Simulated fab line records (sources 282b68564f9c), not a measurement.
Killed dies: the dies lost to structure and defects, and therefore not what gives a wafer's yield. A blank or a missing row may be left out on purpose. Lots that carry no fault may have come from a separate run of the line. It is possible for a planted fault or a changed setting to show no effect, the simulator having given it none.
Check for tools in common | flow rit-cmos | 9 lots and 27 wafers in the sample

## WHY IT WAS OPENED
RIT_PWELL_TW_MEAS_10, reading PWELL_TW: flagged on 4 of 9 lots. Wafers without a fault read 941, standard deviation 6.6.
Rule: flag the lot when none of its wafers has a number, or when each of its wafers that has one lies beyond 4 standard deviations from that mean. The rest of the lots are taken to be sound.

lot  | measured    | on            | PWELL_TW, wafer by wafer | flag
L673 | day 2 03:02 | film-metro-03 | 930 937 933              |
L674 | day 2 08:57 | film-metro-03 | 935 931 936              |
L675 | day 2 15:01 | film-metro-04 | 940 943 942              |
L676 | day 2 15:42 | film-metro-03 | 935 930 929              |
L677 | day 2 23:58 | film-metro-01 | 938 938 941              |
L678 | day 3 03:38 | film-metro-03 | 2343 2331 2349           | FLAGGED
L679 | day 3 06:19 | film-metro-03 | 2345 2348 2343           | FLAGGED
L680 | day 3 11:12 | film-metro-04 | 2379 2376 2381           | FLAGGED
L681 | day 3 18:52 | film-metro-01 | 2364 2361 2368           | FLAGGED
Flagged lots average 2357: +1416 relative to the usual, that is +99 or more standard deviations.

## WHICH TOOL RAN EACH LOT
The record holds 1 process step before the reading, out of a route of 202 steps. In each cell: the tool, then ch and the chambers that the sampled wafers went through, then the start.
lot  | flag    | RIT_PWELL_IMPLANT_08
L673 |         | implanter-04 ch 0, day 2 02:43
L674 |         | implanter-02 ch 0, day 2 08:38
L675 |         | implanter-03 ch 0, day 2 14:42
L676 |         | implanter-02 ch 0, day 2 15:22
L677 |         | implanter-04 ch 0, day 2 23:39
L678 | FLAGGED | implanter-03 ch 0, day 3 03:20
L679 | FLAGGED | implanter-02 ch 0, day 3 05:59
L680 | FLAGGED | implanter-03 ch 0, day 3 10:53
L681 | FLAGGED | implanter-03 ch 0, day 3 18:33
What these steps do:
- RIT_PWELL_IMPLANT_08
- RIT_PWELL_TW_MEAS_10

## FLAGGED AGAINST TOTAL, ONE TOOL AT A TIME (gauges that did the reading follow at the end)
step                 | tool          | lots run | flagged | share of the flagged lots | sound lots run after its first flagged lot
RIT_PWELL_IMPLANT_08 | implanter-02  | 3        | 1       | some                      | 0
RIT_PWELL_IMPLANT_08 | implanter-03  | 4        | 3       | some                      | 0
RIT_PWELL_IMPLANT_08 | implanter-04  | 2        | 0       | none                      | -
RIT_PWELL_TW_MEAS_10 | film-metro-01 | 2        | 1       | some                      | 0
RIT_PWELL_TW_MEAS_10 | film-metro-03 | 5        | 2       | some                      | 0
RIT_PWELL_TW_MEAS_10 | film-metro-04 | 2        | 1       | some                      | 0

## THE TABLE: WHAT IT ALLOWS
No row of the table ran every flagged lot.

## WHAT THE SIMULATOR HAD PUT IN
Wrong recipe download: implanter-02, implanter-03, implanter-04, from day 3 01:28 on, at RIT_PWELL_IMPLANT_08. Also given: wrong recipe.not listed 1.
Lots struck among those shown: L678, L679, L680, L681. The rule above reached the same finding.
